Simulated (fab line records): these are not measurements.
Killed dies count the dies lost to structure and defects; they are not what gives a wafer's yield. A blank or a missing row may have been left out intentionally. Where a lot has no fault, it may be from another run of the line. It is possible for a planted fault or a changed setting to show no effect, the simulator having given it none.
Which of the tools did it?	flow rit cmos	39 wafers from 13 lots sampled at 2 of the route's 202 steps

WHAT THE GAUGES SHOWED, per wafer
The record holds no reading of a measuring or inspecting step that can be judged against a usual standard deviation.

TOOL THAT RAN EACH LOT (tool first, then ch and the chambers of the sampled wafers, then the start)
lot	RIT_GATE_ETCH_19	RIT_M1_PROBE_99
L676	rie si-02 ch 0,1, day 3 04:07	-
L677	rie si-01 ch 0,1,2, day 3 13:06	-
L678	rie si-02 ch 0,2,3, day 3 13:59	-
L679	rie si-01 ch 1,2,3, day 3 15:37	-
L680	rie si-02 ch 1,3, day 4 00:44	-
L682	rie si-02 ch 2,3, day 4 07:26	-
L683	rie si-01 ch 0,1,3, day 4 16:17	-
L685	rie si-01 ch 0,2, day 4 21:22	-
L686	rie si-02 ch 0,3, day 5 04:05	prober-01, day 6 01:06
L689	rie si-01 ch 1,2, day 5 16:36	prober-02, day 6 16:07
L694	rie si-02 ch 0,2,3, day 6 20:37	-
L695	rie si-01 ch 2,3, day 7 00:22	-
L697	rie si-01 ch 0,1,3, day 7 09:09	-
- RIT_GATE_ETCH_19: etches poly-Si in SF6/CHF3/O2, stops on SiO2, time 165 s, target depth 312.5 nm.
- RIT_M1_PROBE_99

WHAT THE TOOLS THEMSELVES READ (means of the sampled wafers that have a number; where no wafer has one, the mark that the record gives instead)
RIT_GATE_ETCH_19.
lot	tool	O2_flow_sccm (sccm)	drypump motor current A (A)	oes product au (a.u.)	rf fwd power W (W)	throttle valve pct (%)
L676	rie si-02	4.999	6.2	0.840	159.0	10.15
L677	rie si-01	5.006	5.6	0.832	159.0	10.27
L678	rie si-02	5.003	6.0	0.837	159.3	10.10
L679	rie si-01	4.990	5.9	0.833	159.2	10.21
L680	rie si-02	5.018	6.4	0.842	159.3	10.15
L682	rie si-02	4.990	6.2	0.838	159.1	10.13
L683	rie si-01	5.004	5.8	0.828	159.4	10.40
L685	rie si-01	4.998	5.8	0.839	159.8	10.15
L686	rie si-02	4.999	5.8	0.844	159.5	10.02
L689	rie si-01	5.010	5.6	0.849	159.1	10.09
L694	rie si-02	5.000	6.0	0.813	159.4	10.11
L695	rie si-01	4.982	6.3	0.840	159.0	10.21
L697	rie si-01	4.997	5.8	0.839	159.4	10.39

RIT_M1_PROBE_99.
lot	tool	killed at contacts	killed at front end	killed dies	killed open	killed short
L686	prober-01	0.0	5.0	5.0	2.0	3.0
L689	prober-02	0.0	6.3	6.3	3.3	3.0

THE ANSWER, worked out from the rows above alone
Rule: what is usual is taken from the lots themselves. The widest of any qualifying gaps counts: lots, ordered by their means at a reading, are off when they make up no more than a third of the lots, leave a main group of 4 or more, and stand apart from it by 3 or more times the standard deviation of that group's means. The tables above print the reading to a certain number of digits; a main group whose means all agree to those digits is not used. Also off: a lot with no number at a reading for which 4 or more lots have one. Any other lot the step has rows for is counted as sound. The gauges are gone through in route order, then the tools' own readings, and for those a lot's mean is taken as printed above. The first step at which some lot is off is used, and at that step the reading that is off furthest; a lot without a number counts as furthest.
Across all readings shown, no lot is off: no conclusion can be drawn from this.

WHAT HAD BEEN PUT IN BY THE SIMULATOR
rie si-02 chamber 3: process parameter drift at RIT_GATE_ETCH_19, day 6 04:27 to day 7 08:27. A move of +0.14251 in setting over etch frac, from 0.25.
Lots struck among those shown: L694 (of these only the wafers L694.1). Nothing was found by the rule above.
